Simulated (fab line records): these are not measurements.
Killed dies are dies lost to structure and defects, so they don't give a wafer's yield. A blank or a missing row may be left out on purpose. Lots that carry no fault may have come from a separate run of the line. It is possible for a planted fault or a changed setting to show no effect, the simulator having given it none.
Chamber matching | flow berkeleyCmos170 | UCB170_V2_CMP_02 on cmp-02 has 4 sister chambers
The step polishes SiO2. 14 wafers are shown with their chamber, then 7 later ones without.

WAFERS PAIRED WITH THEIR CHAMBERS
wafer  | chamber | motorCurrentA (A)
L780.2 | 1       | 14.4
L780.4 | 2       | 15.0
L780.5 | 0       | 14.9
L785.3 | 2       | 14.9
L785.4 | 3       | 17.0
L785.5 | 0       | 15.5
L787.2 | 0       | 15.3
L787.4 | 1       | 13.7
L787.5 | 0       | 15.5
L788.2 | 3       | 17.1
L788.4 | 2       | 14.5
L788.5 | 2       | 14.3
L795.2 | 1       | 14.5
L795.5 | 1       | 14.2

SIGNATURES (averages over the wafers above)
reading       | chamber 0 | chamber 1 | chamber 2 | chamber 3 | scatter within a chamber
motorCurrentA | 15.300    | 14.200    | 14.675    | 17.050    | 0.309
Rule: distance of a wafer from a chamber = root of the sum over the readings of ((wafer's reading minus chamber's mean) / reading's scatter) squared. The wafer belongs to the nearest chamber; if the next one is less than 2 further off, it can't be placed. The scatter: the root of (the sum of the squares of (reading less its chamber's mean) over the shown wafers, divided by (wafers less chambers)).

WAFERS WHOSE CHAMBER IS MISSING
wafer  | motorCurrentA (A)
L795.6 | 15.2
L798.2 | 14.0
L798.5 | 15.5
L798.6 | 13.8
L799.1 | 14.8
L799.2 | 14.0
L799.4 | 15.2

THE CHAMBER EACH PASSED THROUGH
wafer  | from the rows above          | in truth
L795.6 | can't be placed: 0 or 2      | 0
L798.2 | can't be placed: 1 or 2      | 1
L798.5 | 0                            | 0
L798.6 | can't be placed: 1 or 2      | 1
L799.1 | can't be placed: 2 or 0 or 1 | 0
L799.2 | can't be placed: 1 or 2      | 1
L799.4 | can't be placed: 0 or 2      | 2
Placed correctly: 1 of 7. Cannot be placed on the basis of these rows: 6; the candidates contain the true chamber in 6. Wrongly placed: 0.
